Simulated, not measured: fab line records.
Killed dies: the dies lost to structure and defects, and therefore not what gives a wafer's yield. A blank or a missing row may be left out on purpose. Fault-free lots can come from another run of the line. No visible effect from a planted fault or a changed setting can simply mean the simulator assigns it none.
Problem report in the 8D (eight disciplines) form, filled by code | flow rit-cmos | the parts of the form that need people (team, actions taken, sign-off) are left out

1. PROBLEM STATEMENT
Mean of rf-fwd-power-W at RIT_SPACER_ETCHBACK_05: 349.9 W across 2 wafers in 2 lots; on wafers with no fault it is 249.2 W (standard deviation 0.74). So: +99 or more standard deviations from the usual mean.
The step: etches Si3N4 in SF6/CHF3, stops on SiO2, target depth 250 nm, time 240 s.
First seen on wafer L325.2, day 6 05:58, on rie-diel-03. Wafers with a number at this step in the record: 42, from 14 lots. By rule, "out" or "out of limits" means more than 4 standard deviations away from the usual mean. The other wafers with a number count as sound.

2. WHAT THIS IS AND IS NOT
question                    | is               | is not
which readings at this step | rf-fwd-power-W   | SF6_flow_sccm, drypump-motor-current-A, oes-product-au, throttle-valve-pct
which lots                  | L325, L330       | L309, L310, L311, L313, L314, L315, L316, L317, L320, L321, L326, L332
which wafers of those lots  | L325.2, L330.4   | L325.1, L325.4, L330.2, L330.5
read on which tools         | rie-diel-03      | rie-diel-01, rie-diel-04
when                        | from day 6 05:58 | up to then (32 sound wafers); but 8 sound wafers of L326, L330, L332 came after

3. SUSPECTS, AND WHAT RULES EACH OUT
Counting: any tool at a process step up to the reading remains a suspect provided it ran every lot that is out. Sound lots after the first of them don't rule it out here, since some wafers of a struck lot are sound.
- rie-diel-03 at RIT_SPACER_ETCHBACK_05 (etches Si3N4 in SF6/CHF3, stops on SiO2, target depth 250 nm, time 240 s): kept. It processed each lot that is out (first: L325, day 6 05:58); up to then, its last sound lot is L320 (day 5 04:42). Out on those wafers are its own readings of rf-fwd-power-W.
- At RIT_SPACER_ETCHBACK_05, inside rie-diel-03: chamber 0 took the wafers that are out, while their sound lot-mates went through chambers 1, 3.
Left after counting: rie-diel-03 at RIT_SPACER_ETCHBACK_05.

4. THE CAUSE (what the simulator had put in)
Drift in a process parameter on rie-diel-03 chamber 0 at RIT_SPACER_ETCHBACK_05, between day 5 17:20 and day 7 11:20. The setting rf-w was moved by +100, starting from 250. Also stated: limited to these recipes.
Counting left only this tool.

5. THE CHAIN OF EFFECTS, in route order
Rows list readings where the struck wafers' mean (over those with a number) sits beyond 3 standard deviations from the usual. Readings are gone through only where the record gives a usual standard deviation; hours: the median, over the lots, of the time from a lot's start at the first step in this table giving one to that lot's start at this step; sigmas: the change measured in usual standard deviations.
hours | step                   | reading        | usual   | on struck wafers | change | sigmas
0     | RIT_SPACER_ETCHBACK_05 | rf-fwd-power-W | 249.2 W | 349.9            | +100.7 | +99 or more
Its process steps:
- RIT_SPACER_ETCHBACK_05: etches Si3N4 in SF6/CHF3, stops on SiO2, target depth 250 nm, time 240 s.

6. HOW IT WOULD HAVE BEEN CAUGHT EARLIER
In this record the first reading out of limits was taken at day 6 05:58, 13 hours after the fault began at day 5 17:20.
